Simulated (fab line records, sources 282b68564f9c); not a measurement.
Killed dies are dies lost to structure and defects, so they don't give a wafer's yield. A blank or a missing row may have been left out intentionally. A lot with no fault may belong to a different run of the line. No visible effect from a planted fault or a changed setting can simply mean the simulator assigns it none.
The tool behind it: which one? | flow rit cmos | 15 lots with 45 wafers sampled at 6 steps, on a route of 202 steps

WHAT THE GAUGES READ, wafer by wafer
RIT_PLDD_OVL_MEAS_06. Usual: PLDD_OVL typically reads -0.9 nm, with standard deviation 1.3.
lot  | measured     | on         | PLDD_OVL (nm)  | flag
L398 | day 2 20:27  | overlay-01 | 1.4 -1.1 0.9   |
L399 | day 2 23:56  | overlay-02 | 0.1 2.2 -0.9   |
L400 | day 3 12:06  | overlay-01 | -1.7 -1.4 -2.6 |
L401 | day 3 19:08  | overlay-01 | -1.4 -0.4 -0.2 |
L403 | day 4 03:53  | overlay-02 | -2.4 -2.1 -2.5 |
L404 | day 4 06:28  | overlay-02 | -2.6 -2.9 -1.4 |
L405 | day 4 14:14  | overlay-01 | -1.0 -1.8 -1.3 |
L406 | day 4 17:22  | overlay-01 | -1.7 -1.5 -0.6 |
L407 | day 5 08:01  | overlay-02 | 0.2 -0.6 -0.4  |
L414 | day 6 14:03  | overlay-02 | - - -          | OFF
L415 | day 6 14:20  | overlay-01 | - - -          | OFF
L416 | day 6 19:50  | overlay-02 | - - -          | OFF
L419 | day 7 10:09  | overlay-02 | -0.5 0.7 0.3   |
L421 | day 7 15:38  | overlay-01 | 1.5 1.8 1.7    |
L420 | day 19 02:33 | overlay-01 | 0.1 -0.7 -2.6  |

RIT_NSD_TW_MEAS_10. Usual: NSD_TW typically reads 3102, with standard deviation 16.
lot  | measured     | on            | NSD_TW         | flag
L398 | day 3 01:00  | film metro-04 | 3100 3114 3089 |
L399 | day 3 04:29  | film metro-03 | 3080 3085 3086 |
L400 | day 3 17:29  | film metro-04 | 3087 3096 3087 |
L401 | day 3 23:43  | film metro-03 | 3090 3082 3091 |
L403 | day 4 08:19  | film metro-03 | 3113 3104 3118 |
L404 | day 4 11:38  | film metro-04 | 3125 3120 3101 |
L405 | day 4 18:47  | film metro-03 | 3103 3110 3116 |
L406 | day 4 21:52  | film metro-03 | 3104 3094 3104 |
L407 | day 5 12:27  | film metro-03 | 3087 3100 3089 |
L414 | day 6 18:53  | film metro-04 | 3261 3273 3251 | OFF
L415 | day 6 19:19  | film metro-03 | 3267 3284 3260 | OFF
L416 | day 7 00:25  | film metro-03 | 3273 3254 3256 | OFF
L419 | day 7 14:43  | film metro-04 | 3094 3116 3115 |
L421 | day 7 20:04  | film metro-04 | 3114 3102 3116 |
L420 | day 19 07:54 | film metro-01 | 3079 3102 3093 |

RIT_SILICIDE_THK_MEAS_03: measures by xrf. Usual: SILICIDE_TI_THK typically reads 30.1 nm, with standard deviation 0.37.
lot  | measured     | on            | SILICIDE_TI_THK (nm) | flag
L398 | day 3 03:47  | film metro-02 | 30.1 29.9 29.9       |
L399 | day 3 07:15  | film metro-03 | 30.2 29.8 30.3       |
L400 | day 3 20:17  | film metro-03 | 30.4 30.5 30.4       |
L401 | day 4 02:37  | film metro-02 | 30.3 30.5 30.3       |
L403 | day 4 10:59  | film metro-03 | 30.3 30.0 30.4       |
L404 | day 4 14:35  | film metro-02 | 29.5 29.6 29.7       |
L405 | day 4 21:28  | film metro-03 | 30.2 29.8 30.4       |
L406 | day 5 00:38  | film metro-02 | 29.4 29.6 29.5       |
L407 | day 5 15:31  | film metro-02 | 30.1 30.0 30.1       |
L414 | day 6 21:53  | film metro-02 | 29.7 29.8 29.3       |
L415 | day 6 22:07  | film metro-01 | 30.2 29.9 30.5       |
L416 | day 7 03:20  | film metro-01 | 30.0 30.3 30.2       |
L419 | day 7 17:23  | film metro-01 | 30.0 30.0 30.0       |
L421 | day 7 22:49  | film metro-01 | 30.8 30.7 30.3       |
L420 | day 19 10:46 | film metro-02 | 30.7 30.3 30.5       |

RIT_CONTACT_OVL_MEAS_09. Usual: CONTACT_OVL typically reads -0.9 nm, with standard deviation 1.2.
lot  | measured     | on         | CONTACT_OVL (nm) | flag
L398 | day 3 05:23  | overlay-02 | -1.0 0.1 0.3     |
L399 | day 3 08:49  | overlay-01 | 0.4 -1.0 -0.5    |
L400 | day 3 21:50  | overlay-01 | -3.2 -1.7 -1.9   |
L401 | day 4 04:14  | overlay-01 | -1.0 -0.5 -1.9   |
L403 | day 4 12:36  | overlay-02 | 0.6 0.7 1.3      |
L404 | day 4 16:08  | overlay-01 | -2.6 -2.9 -4.2   |
L405 | day 4 23:08  | overlay-02 | 0.1 -0.1 -0.2    |
L406 | day 5 02:16  | overlay-01 | -0.6 0.4 0.4     |
L407 | day 5 17:04  | overlay-01 | -3.2 -1.2 -2.4   |
L414 | day 6 23:26  | overlay-02 | -0.6 -1.7 -0.7   |
L415 | day 6 23:40  | overlay-01 | -1.0 -0.9 -1.4   |
L416 | day 7 04:57  | overlay-02 | -1.5 -0.8 -0.8   |
L419 | day 7 19:01  | overlay-02 | -1.8 -1.4 -2.0   |
L421 | day 8 00:20  | overlay-01 | 0.1 -0.8 -1.1    |
L420 | day 19 12:40 | overlay-01 | -1.1 -1.6 -1.0   |

RIT_M1_CD_MEAS_09: the cd target is 2600 nm. Usual: cd nm at 2599.8 nm, with a standard deviation of 2.6.
lot  | measured     | on        | cd nm (nm)           | flag
L398 | day 3 08:02  | cd sem-01 | 2602.1 2602.9 2603.2 |
L399 | day 3 11:29  | cd sem-01 | 2602.8 2602.1 2600.5 |
L400 | day 4 00:22  | cd sem-01 | 2598.2 2596.9 2596.2 |
L401 | day 4 06:47  | cd sem-01 | 2602.0 2597.8 2601.0 |
L403 | day 4 14:59  | cd sem-01 | 2592.4 2596.6 2596.2 |
L404 | day 4 18:38  | cd sem-01 | 2601.2 2602.5 2602.1 |
L405 | day 5 01:34  | cd sem-01 | 2596.1 2594.0 2595.5 |
L406 | day 5 04:39  | cd sem-01 | 2603.5 2601.0 2600.7 |
L407 | day 5 19:47  | cd sem-01 | 2599.4 2601.1 2602.1 |
L414 | day 7 01:58  | cd sem-02 | 2601.4 2599.9 2601.5 |
L415 | day 7 02:11  | cd sem-01 | 2601.9 2600.8 2599.7 |
L416 | day 7 07:28  | cd sem-02 | 2599.9 2603.5 2602.3 |
L419 | day 7 21:34  | cd sem-01 | 2602.0 2603.8 2600.8 |
L421 | day 8 02:53  | cd sem-02 | 2602.7 2602.2 2602.8 |
L420 | day 19 15:11 | cd sem-01 | 2597.9 2596.5 2597.4 |

EACH LOT AND THE TOOL THAT RAN IT (in order: tool; ch and the chambers of the sampled wafers; start)
lot  | RIT_PLDD_COAT_01
L398 | litho track-03 ch 0, day 2 19:45
L399 | litho track-03 ch 0, day 2 23:07
L400 | litho track-04 ch 0, day 3 11:17
L401 | litho track-04 ch 0, day 3 18:19
L403 | litho track-03 ch 0, day 4 03:04
L404 | litho track-02 ch 0, day 4 05:46
L405 | litho track-02 ch 0, day 4 13:26
L406 | litho track-03 ch 0, day 4 16:40
L407 | litho track-02 ch 0, day 5 07:19
L414 | litho track-03, day 6 13:22
L415 | litho track-02, day 6 13:29
L416 | litho track-03, day 6 19:02
L419 | litho track-03 ch 0, day 7 09:28
L421 | litho track-03 ch 0, day 7 14:50
L420 | litho track-04 ch 0, day 19 01:52
- RIT_PLDD_COAT_01: resist thk 1000 nm.

AS READ BY THE TOOLS THEMSELVES (means over the sampled wafers that have a number; for cases with no such wafer, the mark the record gives instead)
RIT_PLDD_COAT_01. Usual: chill plate temp C 23.02 C, standard deviation 0.1; dispense pressure kPa 47.2 kPa, standard deviation 1.5; spin speed rpm 3249.5 rpm, standard deviation 1.8.
lot  | tool           | chill plate temp C (C) | dispense pressure kPa (kPa) | spin speed rpm (rpm) | flag
L398 | litho track-03 | 22.96                  | 45.7                        | 3249.5               |
L399 | litho track-03 | 22.93                  | 45.7                        | 3250.4               |
L400 | litho track-04 | 23.11                  | 48.5                        | 3250.3               |
L401 | litho track-04 | 22.92                  | 48.6                        | 3251.0               |
L403 | litho track-03 | 23.03                  | 45.7                        | 3250.2               |
L404 | litho track-02 | 23.17                  | 48.9                        | 3250.2               |
L405 | litho track-02 | 22.96                  | 48.9                        | 3250.6               |
L406 | litho track-03 | 22.97                  | 45.7                        | 3251.3               |
L407 | litho track-02 | 22.99                  | 48.9                        | 3248.7               |
L414 | litho track-03 | -                      | -                           | -                    | OFF
L415 | litho track-02 | -                      | -                           | -                    | OFF
L416 | litho track-03 | -                      | -                           | -                    | OFF
L419 | litho track-03 | 23.09                  | 45.7                        | 3248.5               |
L421 | litho track-03 | 22.93                  | 45.7                        | 3250.4               |
L420 | litho track-04 | 23.05                  | 48.5                        | 3248.9               |

THE ANSWER, worked out from the rows above alone
Rule: lot off if the mean of its wafers having a number is beyond 3 standard deviations from the usual mean. A lot without any number at a reading at which 4 lots or more have one is off too. All remaining lots with rows at the step are treated as sound. First the gauges in route order, then the tools' own readings, where a lot's mean is used as printed above. The first step at which some lot is off is used, and at that step the reading that is off furthest; a lot without a number counts as furthest.
Off: at RIT_PLDD_OVL_MEAS_06 (PLDD_OVL), L414, L415, L416. Without a number there: L414, L415, L416.
A tool fits if, at a process step before that reading, it ran every lot that is off, and no sound lot after the first of them. Not tried: the gauges at RIT_PLDD_OVL_MEAS_06; whatever is off there is also off at RIT_NSD_TW_MEAS_10, on other tools, and gauge error can't account for it. No candidate that was tried fits.

WHAT HAD BEEN PUT IN BY THE SIMULATOR
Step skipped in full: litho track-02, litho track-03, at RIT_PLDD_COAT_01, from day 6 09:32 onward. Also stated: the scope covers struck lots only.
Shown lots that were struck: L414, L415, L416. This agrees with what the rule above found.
